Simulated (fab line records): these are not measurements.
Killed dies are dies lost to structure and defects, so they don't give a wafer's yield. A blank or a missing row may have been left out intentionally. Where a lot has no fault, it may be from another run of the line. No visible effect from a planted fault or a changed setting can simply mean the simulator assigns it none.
Shared-tool check / flow ritCmos / Sampled: 14 lots, 42 wafers

## REASON IT WAS OPENED
2 of 14 lots carry a flag on the reading M1_AL_RS at RIT_M1_RS_MEAS_01. No-fault wafers: 0.0732 ohm/sq, standard deviation 0.00094.
Rule: a lot gets a flag if all its wafers with a number sit over 4 standard deviations from that mean, or if no wafer of it has a number. The rest of the lots are taken to be sound.

lot=L117; measured=day 3 18:16; on=filmMetro-04; M1_AL_RS (ohm/sq), wafer by wafer=0.0758 0.0748 0.0740; flag=
lot=L118; measured=day 4 00:51; on=filmMetro-04; M1_AL_RS (ohm/sq), wafer by wafer=0.0728 0.0723 0.0730; flag=
lot=L119; measured=day 4 03:50; on=filmMetro-04; M1_AL_RS (ohm/sq), wafer by wafer=0.0745 0.0742 0.0738; flag=
lot=L120; measured=day 4 13:21; on=filmMetro-02; M1_AL_RS (ohm/sq), wafer by wafer=0.0742 0.0732 0.0726; flag=
lot=L121; measured=day 4 16:17; on=filmMetro-04; M1_AL_RS (ohm/sq), wafer by wafer=0.0718 0.0724 0.0728; flag=
lot=L122; measured=day 4 18:58; on=filmMetro-04; M1_AL_RS (ohm/sq), wafer by wafer=0.0728 0.0724 0.0720; flag=
lot=L123; measured=day 5 02:11; on=filmMetro-04; M1_AL_RS (ohm/sq), wafer by wafer=0.0742 0.0744 0.0750; flag=
lot=L125; measured=day 5 13:05; on=filmMetro-03; M1_AL_RS (ohm/sq), wafer by wafer=0.0731 0.0729 0.0726; flag=
lot=L128; measured=day 6 00:26; on=filmMetro-03; M1_AL_RS (ohm/sq), wafer by wafer=0.0359 0.0363 0.0361; flag=FLAGGED
lot=L131; measured=day 6 21:50; on=filmMetro-02; M1_AL_RS (ohm/sq), wafer by wafer=0.0367 0.0366 0.0368; flag=FLAGGED
lot=L133; measured=day 7 09:58; on=filmMetro-04; M1_AL_RS (ohm/sq), wafer by wafer=0.0746 0.0735 0.0740; flag=
lot=L134; measured=day 7 13:10; on=filmMetro-03; M1_AL_RS (ohm/sq), wafer by wafer=0.0735 0.0730 0.0744; flag=
lot=L135; measured=day 7 14:59; on=filmMetro-02; M1_AL_RS (ohm/sq), wafer by wafer=0.0730 0.0725 0.0721; flag=
lot=L136; measured=day 7 17:14; on=filmMetro-04; M1_AL_RS (ohm/sq), wafer by wafer=0.0737 0.0731 0.0713; flag=
Average over the flagged lots: 0.0364 ohm/sq; offset from the usual -0.0368 ohm/sq, equal to -39 standard deviations.

## LOT BY LOT: THE TOOL USED
The record keeps 1 process step preceding the reading, out of 202 steps on the route. Each cell gives the tool, then ch followed by the chambers the sampled wafers passed through, then the start.
lot=L117; flag=; RIT_M1_SPUTTER_00=pvdSputter-02, day 3 17:57
lot=L118; flag=; RIT_M1_SPUTTER_00=pvdSputter-04, day 4 00:31
lot=L119; flag=; RIT_M1_SPUTTER_00=pvdSputter-02, day 4 03:33
lot=L120; flag=; RIT_M1_SPUTTER_00=pvdSputter-04, day 4 13:01
lot=L121; flag=; RIT_M1_SPUTTER_00=pvdSputter-03, day 4 15:59
lot=L122; flag=; RIT_M1_SPUTTER_00=pvdSputter-04, day 4 18:40
lot=L123; flag=; RIT_M1_SPUTTER_00=pvdSputter-02, day 5 01:51
lot=L125; flag=; RIT_M1_SPUTTER_00=pvdSputter-03, day 5 12:47
lot=L128; flag=FLAGGED; RIT_M1_SPUTTER_00=pvdSputter-04, day 5 23:40
lot=L131; flag=FLAGGED; RIT_M1_SPUTTER_00=pvdSputter-02, day 6 20:05
lot=L133; flag=; RIT_M1_SPUTTER_00=pvdSputter-02, day 7 09:40
lot=L134; flag=; RIT_M1_SPUTTER_00=pvdSputter-04, day 7 12:52
lot=L135; flag=; RIT_M1_SPUTTER_00=pvdSputter-03, day 7 14:38
lot=L136; flag=; RIT_M1_SPUTTER_00=pvdSputter-04, day 7 16:56
These steps, and what they do:
- RIT_M1_SPUTTER_00: material Al, target thk 400 nm, time 500 s.
- RIT_M1_RS_MEAS_01: measures by four-point-probe.

## FLAGGED AGAINST TOTAL, ONE TOOL AT A TIME (gauges that did the reading follow at the end)
step=RIT_M1_SPUTTER_00; tool=pvdSputter-02; lots run=5; flagged=1; share of the flagged lots=some; sound lots run after its first flagged lot=1 (L133)
step=RIT_M1_SPUTTER_00; tool=pvdSputter-03; lots run=3; flagged=0; share of the flagged lots=none; sound lots run after its first flagged lot=-
step=RIT_M1_SPUTTER_00; tool=pvdSputter-04; lots run=6; flagged=1; share of the flagged lots=some; sound lots run after its first flagged lot=2 (L134,L136)
step=RIT_M1_RS_MEAS_01; tool=filmMetro-02; lots run=3; flagged=1; share of the flagged lots=some; sound lots run after its first flagged lot=1 (L135)
step=RIT_M1_RS_MEAS_01; tool=filmMetro-03; lots run=3; flagged=1; share of the flagged lots=some; sound lots run after its first flagged lot=1 (L134)
step=RIT_M1_RS_MEAS_01; tool=filmMetro-04; lots run=8; flagged=0; share of the flagged lots=none; sound lots run after its first flagged lot=-

## WHAT THE TABLE ALLOWS
No row of the table ran every flagged lot.

## WHAT THE SIMULATOR HAD PUT IN
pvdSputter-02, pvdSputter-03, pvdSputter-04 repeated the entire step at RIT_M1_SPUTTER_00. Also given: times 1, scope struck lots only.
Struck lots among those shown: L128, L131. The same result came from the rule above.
